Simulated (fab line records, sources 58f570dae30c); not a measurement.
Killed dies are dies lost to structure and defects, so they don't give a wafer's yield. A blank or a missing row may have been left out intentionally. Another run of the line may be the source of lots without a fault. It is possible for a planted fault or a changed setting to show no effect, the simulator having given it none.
Chamber matching	flow berkeley cmos170	UCB170_GATE_ETCH_15 on rie si-02: 4 sister chambers
The step etches poly-Si in HBr/Cl2, stops on SiO2, time 56.3 s, target depth 278.2 nm. 16 wafers are shown with their chamber, then 8 later ones without.

## EACH WAFER AND ITS CHAMBER
wafer	chamber	throttle valve pct (%)	drypump motor current A (A)	oes product au (a.u.)
L248.1	1	26.85	5.9	0.828
L248.4	2	26.39	5.6	0.810
L248.6	2	26.41	5.6	0.811
L249.2	3	26.71	5.3	0.818
L249.4	0	26.60	6.2	0.834
L249.6	1	26.86	5.9	0.829
L254.1	3	26.71	5.4	0.818
L254.3	2	26.40	5.5	0.818
L254.4	0	26.62	6.2	0.830
L252.2	2	26.38	5.5	0.813
L252.3	3	26.70	5.3	0.816
L252.6	1	26.85	5.9	0.833
L256.1	0	26.61	6.2	0.840
L256.5	3	26.72	5.3	0.820
L256.6	2	26.39	5.5	0.815
L259.1	0	26.61	6.2	0.843

SIGNATURES (means of the wafers above)
reading	chamber 0	chamber 1	chamber 2	chamber 3	scatter within a chamber
throttle valve pct	26.6100	26.8533	26.3940	26.7100	0.00907
drypump motor current A	6.200	5.900	5.540	5.325	0.0403
oes product au	0.83675	0.83000	0.81340	0.81800	0.00372
Rule: distance of a wafer from a chamber = root of the sum over the readings of ((wafer's reading minus chamber's mean) / reading's scatter) squared. If the next closest chamber is less than 2 further off than the closest, the wafer can't be placed; otherwise it belongs to the closest. The scatter: the root of (the sum of the squares of (reading less its chamber's mean) over the shown wafers, divided by (wafers less chambers)).

## WAFERS WITHOUT THEIR CHAMBER
wafer	throttle valve pct (%)	drypump motor current A (A)	oes product au (a.u.)
L259.4	26.84	5.9	0.838
L259.6	26.41	5.5	0.824
L261.1	26.71	5.3	0.818
L261.2	26.39	5.6	0.813
L261.6	26.60	6.2	0.844
L264.2	26.39	5.6	0.816
L264.3	26.86	5.9	0.836
L264.4	26.61	6.2	0.839

## WHICH CHAMBER EACH WENT THROUGH
wafer	from the rows above	in truth
L259.4	1	1
L259.6	2	2
L261.1	3	3
L261.2	2	2
L261.6	0	0
L264.2	2	2
L264.3	1	1
L264.4	0	0
Correctly placed: 8 of 8. Left unplaced by these rows: 0. Number placed wrongly: 0.
